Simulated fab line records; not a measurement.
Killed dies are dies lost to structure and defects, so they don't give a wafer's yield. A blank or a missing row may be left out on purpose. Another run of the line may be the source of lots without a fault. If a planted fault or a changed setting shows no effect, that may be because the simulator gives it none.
Split-lot experiment -- flow rit-cmos -- 23 wafers read across 5 lots, on a route 202 steps long

THE SPLIT ITSELF
At RIT_NRETRO_COAT_01 (resist thk 1300 nm), the setting spin-rpm was moved away from the recipe's 2000 rpm on 5 of the 23 wafers read, by -6.4% to -5.7%. This setting was run at the recipe's value on the other wafers.

FROM THE SPLIT TO THE READING: what the file shows between them, 3 steps
- RIT_NRETRO_SOFTBAKE_02: time 60 s
- RIT_NRETRO_EXPOSE_03: exposes mask M4, target cd 43900 nm
- RIT_NRETRO_DEVELOP_05: develop time 68 s

THE READING
NOVOLAK_of_NRETRO_COAT_01.thk-nm (the simulator's own value, which no gauge read), in nm, at RIT_NRETRO_HARDBAKE_07 (time 120 s). No usual value for it is given in the file. Average 1137 nm, standard deviation 2.5 nm, over the 18 wafers here run with the recipe.

wafer,"tool, chamber at the split","spin-rpm as run, rpm",against the recipe,"NOVOLAK_of_NRETRO_COAT_01.thk-nm, nm",against lot-mates on the recipe
L074.1,"litho-track-02, 0",1872,-6.4%,1174,+39
L074.2,"litho-track-02, 0",2000,recipe,1138,-
L074.4,"litho-track-02, 0",2000,recipe,1133,-
L074.5,"litho-track-02, 0",2000,recipe,1133,-
L074.6,"litho-track-02, 0",1872,-6.4%,1172,+37
L078.1,"litho-track-01, 0",2000,recipe,1138,-
L078.2,"litho-track-01, 0",2000,recipe,1138,-
L078.5,"litho-track-01, 0",2000,recipe,1136,-
L079.1,"litho-track-04, 0",2000,recipe,1138,-
L079.2,"litho-track-04, 0",2000,recipe,1134,-
L079.4,"litho-track-04, 0",2000,recipe,1135,-
L079.6,"litho-track-04, 0",2000,recipe,1135,-
L079.5,"litho-track-04, 0",2000,recipe,1136,-
L080.2,"litho-track-04, 0",2000,recipe,1135,-
L080.3,"litho-track-04, 0",2000,recipe,1136,-
L080.4,"litho-track-04, 0",1886,-5.7%,1166,+30
L080.5,"litho-track-04, 0",1886,-5.7%,1167,+32
L080.6,"litho-track-04, 0",1886,-5.7%,1164,+28
L084.1,"litho-track-02, 0",2000,recipe,1139,-
L084.6,"litho-track-02, 0",2000,recipe,1139,-
L084.2,"litho-track-02, 0",2000,recipe,1141,-
L084.4,"litho-track-02, 0",2000,recipe,1141,-
L084.3,"litho-track-02, 0",2000,recipe,1140,-

THE FIT
A straight line over all 23 wafers: NOVOLAK_of_NRETRO_COAT_01.thk-nm changes by -5.32 nm for each +1% of spin-rpm; r = -0.98; the points scatter about the line by 2.5 nm.
The same after taking each lot's own level away (the mean of its wafers on the recipe; 23 wafers): -5.62 nm for each +1%; r = -0.99; scatter 1.7 nm.
On that fit, the largest move of spin-rpm shifts the reading by 36 nm.
From 1134.7 to 1140.0 nm: that is the span of the lots' own levels, equal to 2.2 times the standard deviation above.
So the lot-to-lot level changes the slope little: the two slopes agree.
Check: +34.9 nm against its lot-mates is what the line predicts for one of the wafers moved furthest among these (-6.4%) when that wafer is left out of the fit. It came out at +39.3 nm against them.

FURTHER SPLITS ON THESE WAFERS
Before the reading, these wafers also passed through other splits. Each is held against what the fit with the lots' levels taken away leaves over:
other split on the same wafers,wafers away from the commonest value,r with NOVOLAK_of_NRETRO_COAT_01.thk-nm (lot level and that fit taken away)
RIT_ACTIVE_OXIDATION_01 ox-time-s,18,-0.27
RIT_FOX1_OXIDATION_00 ox-time-s,15,+0.17
RIT_NWELL_COAT_01 spin-rpm,7,+0.28
RIT_NWELL_HARDBAKE_07 temp-c,8,+0.11
RIT_PWELL_IMPLANT_08 energy-kev,11,+0.11

THE WHOLE CHAIN: every reading that the file lists as answering this split, in the file's order
step,what it does,reading,change (the file's fit),r (the file's)
RIT_NRETRO_COAT_01,resist thk 1300 nm,"NOVOLAK_of_NRETRO_COAT_01.thk-nm (the simulator's own value, which no gauge read)",-6.58 nm for each +1% of the setting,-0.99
RIT_NRETRO_HARDBAKE_07,time 120 s,"NOVOLAK_of_NRETRO_COAT_01.thk-nm (the simulator's own value, which no gauge read)",-5.67 nm for each +1% of the setting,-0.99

THE FILE'S OWN FIT
NOVOLAK_of_NRETRO_COAT_01.thk-nm changes by -5.67 nm for each +1% of spin-rpm, r = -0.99.
